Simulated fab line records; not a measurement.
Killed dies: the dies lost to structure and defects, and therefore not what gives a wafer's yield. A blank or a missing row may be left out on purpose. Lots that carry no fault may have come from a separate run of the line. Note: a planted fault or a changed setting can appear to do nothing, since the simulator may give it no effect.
Lot-split experiment | flow berkeley-cmos170 | 5 lots, 23 wafers read, on a route of 331 steps

SPLIT DETAILS
At UCB170_PFIELD_IMPLANT_07, the setting energy-kev was moved away from the recipe's 80 on 5 of the 23 wafers read, by -2.9% to +3.8%. The other wafers ran this setting at the recipe's value.

The split's own step is where the reading is taken.

THE READING
The simulator's own value implant.drp-nm, read by no gauge, in nm at UCB170_PFIELD_IMPLANT_07. There is no usual value for it anywhere in the file.

wafer  | tool, chamber at the split | energy-kev as run | against the recipe | implant.drp-nm, nm | against lot-mates on the recipe
L074.1 | implanter-03, 0            | 80                | recipe             | 74.86              | -
L074.4 | implanter-03, 0            | 80                | recipe             | 74.86              | -
L074.5 | implanter-03, 0            | 80                | recipe             | 74.86              | -
L079.1 | implanter-01, 0            | 80                | recipe             | 74.86              | -
L079.2 | implanter-01, 0            | 80                | recipe             | 74.86              | -
L079.3 | implanter-01, 0            | 80                | recipe             | 74.86              | -
L079.4 | implanter-01, 0            | 80                | recipe             | 74.86              | -
L079.6 | implanter-01, 0            | 80                | recipe             | 74.86              | -
L082.1 | implanter-04, 0            | 83.07             | +3.8%              | 76.19              | +1.33
L082.4 | implanter-04, 0            | 83.07             | +3.8%              | 76.19              | +1.33
L082.2 | implanter-04, 0            | 80                | recipe             | 74.86              | -
L082.3 | implanter-04, 0            | 80                | recipe             | 74.86              | -
L082.5 | implanter-04, 0            | 80                | recipe             | 74.86              | -
L081.1 | implanter-01, 0            | 77.7              | -2.9%              | 73.81              | -1.05
L081.2 | implanter-01, 0            | 77.7              | -2.9%              | 73.81              | -1.05
L081.3 | implanter-01, 0            | 77.7              | -2.9%              | 73.81              | -1.05
L081.5 | implanter-01, 0            | 80                | recipe             | 74.86              | -
L081.6 | implanter-01, 0            | 80                | recipe             | 74.86              | -
L084.1 | implanter-03, 0            | 80                | recipe             | 74.86              | -
L084.2 | implanter-03, 0            | 80                | recipe             | 74.86              | -
L084.3 | implanter-03, 0            | 80                | recipe             | 74.86              | -
L084.4 | implanter-03, 0            | 80                | recipe             | 74.86              | -
L084.6 | implanter-03, 0            | 80                | recipe             | 74.86              | -

FIT RESULTS
A straight line over all 23 wafers: implant.drp-nm changes by +0.355 nm for each +1% of energy-kev; r = +1.00; the points scatter about the line by 0.013 nm.
The same after taking each lot's own level away (the mean of its wafers on the recipe; 23 wafers): +0.355 nm for each +1%; r = +1.00; scatter 0.013 nm.
On that fit, the largest move of energy-kev shifts the reading by 1.4 nm.
The lots' own levels span 74.860 to 74.860 nm.
Consequently the slope shifts little with the lot-to-lot level, the two slopes agreeing.
Check: +1.37 nm against its lot-mates is what the line predicts for one of the wafers moved furthest among these (+3.8%) when that wafer is left out of the fit. Against them it came out at +1.33 nm.

FURTHER SPLITS ON THESE WAFERS
Note: prior to the reading, these wafers also went through further splits. Each is held against what the fit with the lots' levels taken away leaves over:
other split on the same wafers      | wafers away from the commonest value | r with implant.drp-nm (lot level and that fit taken away)
UCB170_NWELL_OXIDATION_01 ox-time-s | 10                                   | -0.44
UCB170_NWELL_IMPLANT_14 energy-kev  | 11                                   | -0.20
UCB170_PWELL_IMPLANT_15 energy-kev  | 6                                    | -0.16

FILE'S OWN FIT
implant.drp-nm changes by +0.353 nm for each +1% of energy-kev, r = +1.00.
